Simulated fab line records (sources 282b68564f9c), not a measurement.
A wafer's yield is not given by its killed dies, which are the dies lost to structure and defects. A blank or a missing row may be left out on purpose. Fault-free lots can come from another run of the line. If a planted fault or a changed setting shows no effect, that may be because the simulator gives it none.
Struck lot and sound lot, side by side | flow rit cmos | 44 out of 202 route steps
Sound: the wafers L196.1, L196.2, L196.6. Wafers struck: L192.2, L192.4, L192.5. The cause is named last.
Order at every step that has rows: each side's tool, ch and its chambers, its first start. Under that, the readings that differ: sound wafers | struck wafers | difference of the means | sigmas: that difference in standard deviations of wafers without a fault.
alike: a reading whose means differ by less than 2 such deviations, as well as words and numbers matching on both sides. not compared: withheld readings; readings where some wafer has no value; bounds like >300 that might hide an equal value; numbers whose values overlap and for which the record gives no deviation.
A row with sigmas, a row that says differs or no value, or rows on one side alone: a step with any of these is where the two part. When numbers do not overlap yet have no deviation, they are printed without sigmas and do not part them. A reading that every wafer of one side lacks parts them only if that side has two wafers or more.

first, 2 steps without rows for these wafers: RIT_NLDD_HARDBAKE_07 (time 60 s); RIT_NLDD_IMPLANT_08.
RIT_NLDD_STRIP_09: strips in O2, time 180 s.
  sound on plasma asher-01 ch 0,1, day 5 10:46; struck on plasma asher-02 ch 0,1, day 4 14:01
  alike: chamber pressure mTorr, drypump motor current A
  not compared: rf hours counter h
RIT_NLDD_TW_MEAS_10:
  sound on film metro-03, day 5 10:56; struck on film metro-03, day 4 14:11
  alike: NLDD_TW
then, 6 steps without rows for these wafers: RIT_PLDD_HMDS_00 (prime time 60 s); RIT_PLDD_COAT_01 (resist thk 1000 nm); RIT_PLDD_SOFTBAKE_02 (time 60 s); RIT_PLDD_EXPOSE_03 (exposes mask M8, target cd 40900 nm); RIT_PLDD_PEB_04; RIT_PLDD_DEVELOP_05 (develop time 50 s).
RIT_PLDD_OVL_MEAS_06:
  sound on overlay-01, day 5 11:55; struck on overlay-01, day 4 15:13
  reading       | sound       | struck         | difference | sigmas
  PLDD_OVL (nm) | 4.5 1.3 1.4 | -1.0 -1.5 -0.6 | -3.4       | -2
then, 1 step without rows for these wafers: RIT_PLDD_HARDBAKE_07 (time 60 s).
RIT_PLDD_IMPLANT_08:
  sound on implanter-02 ch 0, day 5 12:06; struck on implanter-01 ch 0, day 4 15:26
  reading            | sound                        | struck                        | difference | sigmas
  dose ions cm2      | 8.992e+14 8.988e+14 8.99e+14 | 6.105e+14 6.089e+14 6.101e+14 | -2.892e+14 | -99 or more
  faraday current uA | 2800 2817 2774               | 1884 1924 1944                | -880       | -14
  alike: beam on s
RIT_PLDD_STRIP_09: strips in O2, time 180 s.
  sound on plasma asher-01 ch 0,1, day 5 12:15; struck on plasma asher-04 ch 0,1, day 4 15:33
  alike: chamber pressure mTorr, drypump motor current A
  not compared: rf hours counter h
RIT_PLDD_TW_MEAS_10:
  sound on film metro-02, day 5 12:26; struck on film metro-03, day 4 15:44
  reading | sound          | struck         | difference | sigmas
  PLDD_TW | 2382 2375 2372 | 2120 2107 2108 | -265       | -11
then, 4 steps without rows for these wafers: RIT_SPACER_CLEAN_00 (cleans in SC1, time 600 s); RIT_SPACER_CLEAN_01 (cleans in dHF, time 30 s); RIT_SPACER_CLEAN_02 (cleans in SC2, time 600 s); RIT_SPACER_CVD_03 (deposits Si3N4 from SiH2Cl2/NH3, target thk 250 nm, time 3300 s).
RIT_SPACER_THK_MEAS_04:
  sound on film metro-01, day 5 14:49; struck on film metro-04, day 4 18:07
  alike: SPACER_NITRIDE_THK
RIT_SPACER_ETCHBACK_05: etches Si3N4 in SF6/CHF3, stops on SiO2, target depth 250 nm, time 240 s.
  sound on rie diel-02 ch 0,3, day 5 14:52; struck on rie diel-03 ch 0,2,3, day 4 18:10
  alike: chamber pressure mTorr, drypump motor current A, oes product au, rf fwd power W, throttle valve pct
  not compared: rf hours counter h
then, 6 steps without rows for these wafers: RIT_NSD_HMDS_00 (prime time 60 s); RIT_NSD_COAT_01 (resist thk 1000 nm); RIT_NSD_SOFTBAKE_02 (time 60 s); RIT_NSD_EXPOSE_03 (exposes mask M9, target cd 40700 nm); RIT_NSD_PEB_04; RIT_NSD_DEVELOP_05 (develop time 50 s).
RIT_NSD_OVL_MEAS_06:
  sound on overlay-02, day 5 16:01; struck on overlay-02, day 4 19:18
  alike: NSD_OVL
then, 2 steps without rows for these wafers: RIT_NSD_HARDBAKE_07 (time 60 s); RIT_NSD_IMPLANT_08.
RIT_NSD_STRIP_09: strips in O2, time 180 s.
  sound on plasma asher-04 ch 0,1, day 5 16:21; struck on plasma asher-04 ch 0,1, day 4 19:49
  alike: chamber pressure mTorr, drypump motor current A
  not compared: rf hours counter h
RIT_NSD_TW_MEAS_10:
  sound on film metro-03, day 5 16:32; struck on film metro-02, day 4 20:01
  alike: NSD_TW
then, 6 steps without rows for these wafers: RIT_PSD_HMDS_00 (prime time 60 s); RIT_PSD_COAT_01 (resist thk 1000 nm); RIT_PSD_SOFTBAKE_02 (time 60 s); RIT_PSD_EXPOSE_03 (exposes mask M10, target cd 40900 nm); RIT_PSD_PEB_04; RIT_PSD_DEVELOP_05 (develop time 50 s).
RIT_PSD_OVL_MEAS_06:
  sound on overlay-02, day 5 17:26; struck on overlay-02, day 4 21:03
  reading      | sound          | struck      | difference | sigmas
  PSD_OVL (nm) | -0.8 -1.5 -2.5 | 1.6 3.3 2.5 | +4.1       | +2
then, 2 steps without rows for these wafers: RIT_PSD_HARDBAKE_07 (time 60 s); RIT_PSD_IMPLANT_08.
RIT_PSD_STRIP_09: strips in O2, time 180 s.
  sound on plasma asher-04 ch 0,1, day 5 17:46; struck on plasma asher-02 ch 1, day 4 21:23
  alike: chamber pressure mTorr, drypump motor current A
  not compared: rf hours counter h
RIT_SDANNEAL_RS_MEAS_06: measures by four-point-probe.
  sound on film metro-01, day 5 18:40; struck on film metro-01, day 4 22:18
  reading          | sound             | struck            | difference | sigmas
  PLDD_RS (ohm/sq) | 179.1 179.1 178.9 | 222.7 222.7 222.7 | +43.7      | +95
RIT_M1_PROBE_99:
  the record has rows for the sound wafers here (prober-01, day 6 05:19) and none for the struck ones

## WHERE THEY PART
Earliest at RIT_PLDD_OVL_MEAS_06; latest, in this record, at RIT_M1_PROBE_99.

WHY: whatever the simulator had introduced
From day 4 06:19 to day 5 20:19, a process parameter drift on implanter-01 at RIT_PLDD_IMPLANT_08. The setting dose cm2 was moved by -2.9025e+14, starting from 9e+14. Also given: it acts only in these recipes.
